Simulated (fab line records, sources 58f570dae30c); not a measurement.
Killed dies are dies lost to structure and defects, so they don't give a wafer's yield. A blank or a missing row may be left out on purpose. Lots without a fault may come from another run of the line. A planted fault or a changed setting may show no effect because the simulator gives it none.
Problem report in the 8D (eight disciplines) form, filled by code | flow berkeley_cmos170 | the parts of the form that need people (team, actions taken, sign-off) are left out

1. THE PROBLEM
beam_energy_keV at UCB170_PLDD_IMPLANT_09 reads a mean of 10.221 on 9 wafers of 3 lots; wafers without a fault read 10.000 with a standard deviation of 0.0035. That is +63 standard deviations from the usual mean.
First seen on wafer L852.1, day 7 13:16, on implanter-02. The record holds 21 wafers of 7 lots with a number at this step. Rule for "out", or "out of limits": more than 4 standard deviations from the usual mean. The other wafers with a number count as sound.

2. WHAT IT IS AND WHAT IT IS NOT
question                    | is                     | is not
which readings at this step | beam_energy_keV        | -
which lots                  | L852, L853, L854       | L848, L855, L856, L869
which wafers of those lots  | all that have a number | -
read on which tools         | implanter-02           | implanter-04
when                        | from day 7 13:16       | up to then (3 sound wafers); but 9 sound wafers of L855, L856, L869 came after

3. SUSPECTS, AND WHAT RULES EACH OUT
Counting: a tool at a process step up to the reading stays a suspect if it ran every lot that is out and no sound lot after the first of them.
- plasma_asher-02 at UCB170_GATE_STRIP_16 (strips in O2): ruled out as a lasting fault. Sound lots L856, L869 ran on it after its first lot that is out, L852 (day 7 10:41).
- implanter-02 at UCB170_PLDD_IMPLANT_09: ruled out as a lasting fault. Sound lots L869 ran on it after its first lot that is out, L852 (day 7 13:16).
Left after counting: nothing in the record.

4. THE CAUSE (what the simulator had put in)
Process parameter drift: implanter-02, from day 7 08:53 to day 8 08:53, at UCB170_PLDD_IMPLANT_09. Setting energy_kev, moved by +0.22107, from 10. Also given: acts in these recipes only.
Counting ruled it out, wrongly.

5. THE CHAIN OF EFFECTS, in route order
Each row: a reading whose mean over the struck wafers that have a number lies more than 3 standard deviations from the usual. Only readings for which the record gives a usual standard deviation are gone through. hours: the time from each lot's start at the first step in this table that gives one to its start at this step, as a median over the lots. sigmas: the change in usual standard deviations.
hours | step                   | reading         | usual  | on struck wafers | change | sigmas
0     | UCB170_PLDD_IMPLANT_09 | beam_energy_keV | 10.000 | 10.221           | +0.221 | +63
The process steps in it:
- UCB170_PLDD_IMPLANT_09

6. WHAT WOULD HAVE CAUGHT IT SOONER
In this record the first reading out of limits was taken at day 7 13:16, 4 hours after the fault began at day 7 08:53.
